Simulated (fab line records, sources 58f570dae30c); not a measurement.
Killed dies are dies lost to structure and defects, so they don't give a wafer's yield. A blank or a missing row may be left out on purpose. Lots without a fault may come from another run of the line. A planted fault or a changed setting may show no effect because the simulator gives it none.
Which tool did it? | flow berkeley_cmos170 | 10 lots, 30 wafers sampled, at 6 steps of a route of 331

WHAT THE GAUGES READ, wafer by wafer
UCB170_START_BOW_MEAS_00. Usual: INCOMING_BOW 0 um, standard deviation 6.5.
lot  | measured    | on            | INCOMING_BOW (um) | flag
L685 | day 1 10:01 | film_metro-01 | -2 -6 5           |
L686 | day 1 15:05 | film_metro-04 | 3 -9 1            |
L687 | day 1 20:01 | film_metro-03 | 6 -8 -4           |
L688 | day 2 01:01 | film_metro-01 | 7 2 4             |
L689 | day 2 06:00 | film_metro-04 | -3 4 3            |
L690 | day 2 11:02 | film_metro-01 | 6 -2 -3           |
L694 | day 3 07:02 | film_metro-03 | 1 -6 1            |
L695 | day 3 12:01 | film_metro-04 | -3 9 10           |
L696 | day 3 17:00 | film_metro-04 | 0 -2 4            |
L697 | day 3 22:00 | film_metro-03 | -10 -5 -2         |

UCB170_PFIELD_OVL_MEAS_06. Usual: PFIELD_OVL 1 nm, standard deviation 5.5.
lot  | measured    | on         | PFIELD_OVL (nm) | flag
L685 | day 4 13:29 | overlay-01 | -2 4 6          |
L686 | day 4 14:05 | overlay-01 | -3 3 3          |
L687 | day 4 13:49 | overlay-02 | 0 0 3           |
L688 | day 5 07:55 | overlay-01 | -3 0 5          |
L689 | day 5 02:42 | overlay-01 | -5 -2 4         |
L690 | day 5 03:26 | overlay-02 | 1 5 -1          |
L694 | day 6 06:41 | overlay-02 | 9 12 6          |
L695 | day 6 05:58 | overlay-02 | -6 -1 2         |
L696 | day 6 15:44 | overlay-02 | 0 8 2           |
L697 | day 6 16:11 | overlay-01 | 7 10 5          |

UCB170_NLDD_TW_MEAS_11. Usual: NLDD_TW 2227, standard deviation 13.
lot  | measured    | on            | NLDD_TW        | flag
L685 | day 6 12:30 | film_metro-03 | 2239 2229 2232 |
L686 | day 6 14:01 | film_metro-04 | 2221 2225 2216 |
L687 | day 6 13:41 | film_metro-03 | 2212 2237 2240 |
L688 | day 7 13:44 | film_metro-01 | 2251 2245 2233 |
L689 | day 7 00:46 | film_metro-01 | 2240 2227 2241 |
L690 | day 7 00:34 | film_metro-03 | 2231 2247 2237 |
L694 | day 8 12:50 | film_metro-04 | 1919 1922 1927 | OFF
L695 | day 8 12:44 | film_metro-01 | 1923 1937 1926 | OFF
L696 | day 8 20:56 | film_metro-04 | 1930 1921 1917 | OFF
L697 | day 8 21:24 | film_metro-03 | 1950 1939 1950 | OFF

UCB170_SDANNEAL_RS_MEAS_05: measures by four-point-probe. Usual: NLDD_RS 615.7 ohm/sq, standard deviation 1.7.
lot  | measured    | on            | NLDD_RS (ohm/sq)  | flag
L685 | day 6 23:50 | film_metro-01 | 614.9 614.0 617.0 |
L686 | day 6 23:31 | film_metro-04 | 614.9 614.6 614.9 |
L687 | day 6 23:23 | film_metro-03 | 621.7 618.2 619.4 |
L688 | day 8 00:32 | film_metro-01 | 614.5 614.2 613.2 |
L689 | day 7 13:22 | film_metro-03 | 615.5 618.6 615.5 |
L690 | day 7 14:13 | film_metro-03 | 615.6 615.1 617.2 |
L694 | day 9 02:58 | film_metro-03 | - - -             | OFF
L695 | day 9 02:41 | film_metro-04 | - - -             | OFF
L696 | day 9 09:28 | film_metro-01 | - - -             | OFF
L697 | day 9 08:39 | film_metro-01 | - - -             | OFF

UCB170_M3_CD_MEAS_15: target cd 700 nm. Usual: cd_nm 700.1 nm, standard deviation 1.2.
lot  | measured     | on        | cd_nm (nm)        | flag
L685 | day 7 22:17  | cd_sem-01 | 700.0 699.2 699.0 |
L686 | day 7 22:01  | cd_sem-02 | 698.8 699.0 700.1 |
L687 | day 7 21:50  | cd_sem-02 | 698.1 699.2 699.2 |
L688 | day 9 02:26  | cd_sem-01 | 700.4 702.2 700.5 |
L689 | day 8 13:27  | cd_sem-01 | 700.5 700.7 701.7 |
L690 | day 8 14:41  | cd_sem-01 | 700.8 700.3 700.9 |
L694 | day 10 03:26 | cd_sem-01 | 700.6 700.5 700.0 |
L695 | day 10 03:05 | cd_sem-02 | 699.9 699.5 700.0 |
L696 | day 10 09:37 | cd_sem-01 | 699.9 699.8 699.6 |
L697 | day 10 11:38 | cd_sem-02 | 698.4 699.1 697.0 |

WHICH TOOL RAN EACH LOT (tool, then ch and the chambers of the sampled wafers, then the start)
lot  | UCB170_NLDD_IMPLANT_08
L685 | implanter-04 ch 0, day 6 12:07
L686 | implanter-02 ch 0, day 6 13:37
L687 | implanter-03 ch 0, day 6 13:17
L688 | implanter-03 ch 0, day 7 13:20
L689 | implanter-04 ch 0, day 7 00:22
L690 | implanter-03 ch 0, day 7 00:11
L694 | implanter-03 ch 0, day 8 12:28
L695 | implanter-02 ch 0, day 8 12:20
L696 | implanter-02 ch 0, day 8 20:32
L697 | implanter-02 ch 0, day 8 21:00
- UCB170_NLDD_IMPLANT_08

WHAT THE TOOLS THEMSELVES READ (means of the sampled wafers that have a number; where no wafer has one, the mark that the record gives instead)
UCB170_NLDD_IMPLANT_08. Usual: dose_ions_cm2 5e+13, standard deviation 6.1e+10.
lot  | tool         | dose_ions_cm2 | flag
L685 | implanter-04 | 5e+13         |
L686 | implanter-02 | 5e+13         |
L687 | implanter-03 | 5e+13         |
L688 | implanter-03 | 5e+13         |
L689 | implanter-04 | 5e+13         |
L690 | implanter-03 | 5e+13         |
L694 | implanter-03 | 5e+13         |
L695 | implanter-02 | 5e+13         |
L696 | implanter-02 | 5e+13         |
L697 | implanter-02 | 5e+13         |

THE ANSWER, worked out from the rows above alone
Rule: a lot is off if the mean of its wafers that have a number lies more than 3 standard deviations from the usual mean. A lot without any number at a reading at which 4 lots or more have one is off too. The other lots that the step has rows for count as sound. The gauges are gone through in route order, then the tools' own readings, and for those a lot's mean is taken as printed above. The first step at which some lot is off is used, and at that step the reading that is off furthest; a lot without a number counts as furthest.
Off: L694, L695, L696, L697, at UCB170_NLDD_TW_MEAS_11 (NLDD_TW).
A tool fits if, at a process step before that reading, it ran every lot that is off, and no sound lot after the first of them. The gauges at UCB170_NLDD_TW_MEAS_11 are tried like those tools. None of those tried fits.

WHAT THE SIMULATOR HAD PUT IN
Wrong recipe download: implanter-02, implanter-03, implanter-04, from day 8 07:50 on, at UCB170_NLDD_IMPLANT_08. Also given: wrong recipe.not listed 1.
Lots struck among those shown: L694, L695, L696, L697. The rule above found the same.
